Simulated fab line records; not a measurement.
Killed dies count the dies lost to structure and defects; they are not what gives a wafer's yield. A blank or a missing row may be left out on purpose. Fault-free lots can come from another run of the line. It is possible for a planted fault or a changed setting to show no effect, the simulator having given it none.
Which tool did it? + flow rit cmos + 14 lots, 42 wafers sampled, at 4 steps of a route of 202

== WHAT THE GAUGES SHOWED, per wafer ==
RIT_PLDD_OVL_MEAS_06.
| lot  | measured    | on         | PLDD_OVL (nm)  |
|------|-------------|------------|----------------|
| L866 | day 4 07:58 | overlay-01 | 3.2 2.3 2.7    |
| L867 | day 4 11:52 | overlay-02 | -0.8 -1.6 -2.7 |
| L868 | day 4 14:33 | overlay-01 | 0.3 1.0 -0.4   |
| L869 | day 4 20:20 | overlay-02 | 3.3 2.0 3.3    |
| L870 | day 4 20:31 | overlay-01 | 2.1 -0.3 1.1   |
| L871 | day 5 14:31 | overlay-01 | 0.5 0.8 0.1    |
| L872 | day 5 14:45 | overlay-02 | -0.9 1.1 0.1   |
| L874 | day 5 19:21 | overlay-02 | 0.1 0.5 -0.4   |
| L873 | day 5 22:28 | overlay-02 | 3.1 2.3 2.5    |
| L878 | day 6 07:57 | overlay-01 | -0.8 0.1 -1.7  |
| L879 | day 6 08:17 | overlay-02 | 2.1 1.9 2.6    |
| L880 | day 6 18:29 | overlay-01 | -0.1 -0.9 1.6  |
| L886 | day 7 12:25 | overlay-02 | 2.5 1.7 -0.3   |
| L887 | day 7 19:50 | overlay-01 | 0.7 1.8 2.3    |

RIT_SDANNEAL_RS_MEAS_04: measures by four-point-probe.
| lot  | measured    | on            | PSD_RS (ohm/sq)      |
|------|-------------|---------------|----------------------|
| L866 | day 4 14:50 | film metro-03 | 115.74 115.50 115.66 |
| L867 | day 4 18:35 | film metro-03 | 115.67 115.64 115.59 |
| L868 | day 4 21:05 | film metro-03 | 115.90 115.97 116.07 |
| L869 | day 5 03:19 | film metro-03 | 115.74 115.88 115.89 |
| L870 | day 5 03:41 | film metro-01 | 115.37 115.16 115.61 |
| L871 | day 5 22:09 | film metro-03 | 115.66 115.37 115.61 |
| L872 | day 5 22:18 | film metro-02 | 115.88 116.00 115.96 |
| L874 | day 6 02:10 | film metro-03 | 115.54 115.84 115.37 |
| L873 | day 6 06:38 | film metro-01 | 116.12 115.66 115.57 |
| L878 | day 6 15:26 | film metro-01 | 120.30 120.23 120.77 |
| L879 | day 6 16:12 | film metro-03 | 120.33 120.24 120.23 |
| L880 | day 7 01:05 | film metro-02 | 115.96 115.58 115.43 |
| L886 | day 7 20:25 | film metro-02 | 115.52 115.44 115.27 |
| L887 | day 8 02:29 | film metro-01 | 115.53 115.55 115.32 |

== WHICH TOOL RAN EACH LOT (tool, then ch and the chambers of the sampled wafers, then the start) ==
| lot  | RIT_NLDD_STRIP_09                   | RIT_PSD_IMPLANT_08             |
|------|-------------------------------------|--------------------------------|
| L866 | plasma asher-03 ch 0,1, day 4 06:46 | implanter-01 ch 0, day 4 14:02 |
| L867 | plasma asher-03 ch 0,1, day 4 10:31 | implanter-01 ch 0, day 4 17:46 |
| L868 | plasma asher-04 ch 0,1, day 4 13:20 | implanter-01 ch 0, day 4 20:16 |
| L869 | plasma asher-03 ch 0,1, day 4 19:10 | implanter-04 ch 0, day 5 02:29 |
| L870 | plasma asher-04 ch 0,1, day 4 19:25 | implanter-03 ch 0, day 5 02:50 |
| L871 | plasma asher-01 ch 0,1, day 5 13:16 | implanter-03 ch 0, day 5 21:20 |
| L872 | plasma asher-04 ch 0,1, day 5 13:31 | implanter-04 ch 0, day 5 21:29 |
| L874 | plasma asher-04 ch 0,1, day 5 18:11 | implanter-01 ch 0, day 6 01:22 |
| L873 | plasma asher-01 ch 1, day 5 21:05   | implanter-03 ch 0, day 6 05:50 |
| L878 | plasma asher-03 ch 0,1, day 6 06:44 | implanter-01 ch 0, day 6 14:36 |
| L879 | plasma asher-04 ch 0,1, day 6 06:59 | implanter-01 ch 0, day 6 15:11 |
| L880 | plasma asher-01 ch 0,1, day 6 17:04 | implanter-04 ch 0, day 7 00:16 |
| L886 | plasma asher-03 ch 0,1, day 7 11:10 | implanter-03 ch 0, day 7 19:35 |
| L887 | plasma asher-01 ch 0, day 7 18:43   | implanter-03 ch 0, day 8 01:38 |
- RIT_NLDD_STRIP_09: strips in O2, time 180 s.
- RIT_PSD_IMPLANT_08

== WHAT THE TOOLS THEMSELVES READ (means of the sampled wafers that have a number; where no wafer has one, the mark that the record gives instead) ==
RIT_NLDD_STRIP_09.
| lot  | tool            | drypump motor current A (A) |
|------|-----------------|-----------------------------|
| L866 | plasma asher-03 | 5.0                         |
| L867 | plasma asher-03 | 5.4                         |
| L868 | plasma asher-04 | 5.3                         |
| L869 | plasma asher-03 | 5.4                         |
| L870 | plasma asher-04 | 5.1                         |
| L871 | plasma asher-01 | 5.9                         |
| L872 | plasma asher-04 | 5.1                         |
| L874 | plasma asher-04 | 5.1                         |
| L873 | plasma asher-01 | 5.7                         |
| L878 | plasma asher-03 | 5.0                         |
| L879 | plasma asher-04 | 5.3                         |
| L880 | plasma asher-01 | 5.8                         |
| L886 | plasma asher-03 | 5.4                         |
| L887 | plasma asher-01 | 6.0                         |

RIT_PSD_IMPLANT_08.
| lot  | tool         | beam energy keV |
|------|--------------|-----------------|
| L866 | implanter-01 | 26.999          |
| L867 | implanter-01 | 27.007          |
| L868 | implanter-01 | 26.994          |
| L869 | implanter-04 | 27.003          |
| L870 | implanter-03 | 26.996          |
| L871 | implanter-03 | 27.003          |
| L872 | implanter-04 | 26.992          |
| L874 | implanter-01 | 27.007          |
| L873 | implanter-03 | 27.003          |
| L878 | implanter-01 | 25.105          |
| L879 | implanter-01 | 25.104          |
| L880 | implanter-04 | 27.002          |
| L886 | implanter-03 | 26.988          |
| L887 | implanter-03 | 27.002          |

== THE ANSWER, worked out from the rows above alone ==
Rule: the lots themselves supply what counts as usual. The widest of any qualifying gaps counts: lots, ordered by their means at a reading, are off when they make up no more than a third of the lots, leave a main group of 4 or more, and stand apart from it by 3 or more times the standard deviation of that group's means. A main group is skipped when, at the precision printed for the reading in the tables above, its means are all equal. Also off: a lot with no number at a reading for which 4 or more lots have one. Where the step has rows for the other lots, those lots are counted as sound. After the gauges, taken in route order, come the tools' own readings; for these a lot's mean is taken, as printed above. The first step at which some lot is off is used, and at that step the reading that is off furthest; a lot without a number counts as furthest.
Off: at RIT_SDANNEAL_RS_MEAS_04 (PSD_RS), L878, L879. The main group: mean 115.65 ohm/sq, standard deviation 0.19.
If a tool, at a process step before that reading, ran all the lots that are off and no sound lot after the first of them, it fits. Not tried: the gauges at RIT_SDANNEAL_RS_MEAS_04; whatever is off there is also off at RIT_PSD_IMPLANT_08, on other tools, and gauge error can't account for it. One fits: implanter-01 at RIT_PSD_IMPLANT_08. A fault onset in the window from L874 (day 6 01:22, its last sound lot) to L878 (day 6 14:36, its first lot off) fits.
The tool's own readings at RIT_PSD_IMPLANT_08 bear it out: on the lots that are off they differ by more than 5 times the standard deviation of the sound lots' means. beam energy keV reads 25.105 there against 27.000 on the sound lots.

== WHAT THE SIMULATOR PUT IN ==
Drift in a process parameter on implanter-01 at RIT_PSD_IMPLANT_08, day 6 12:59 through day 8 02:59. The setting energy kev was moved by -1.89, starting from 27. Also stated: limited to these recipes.
Lots struck among those shown: L878, L879. The same result came from the rule above.
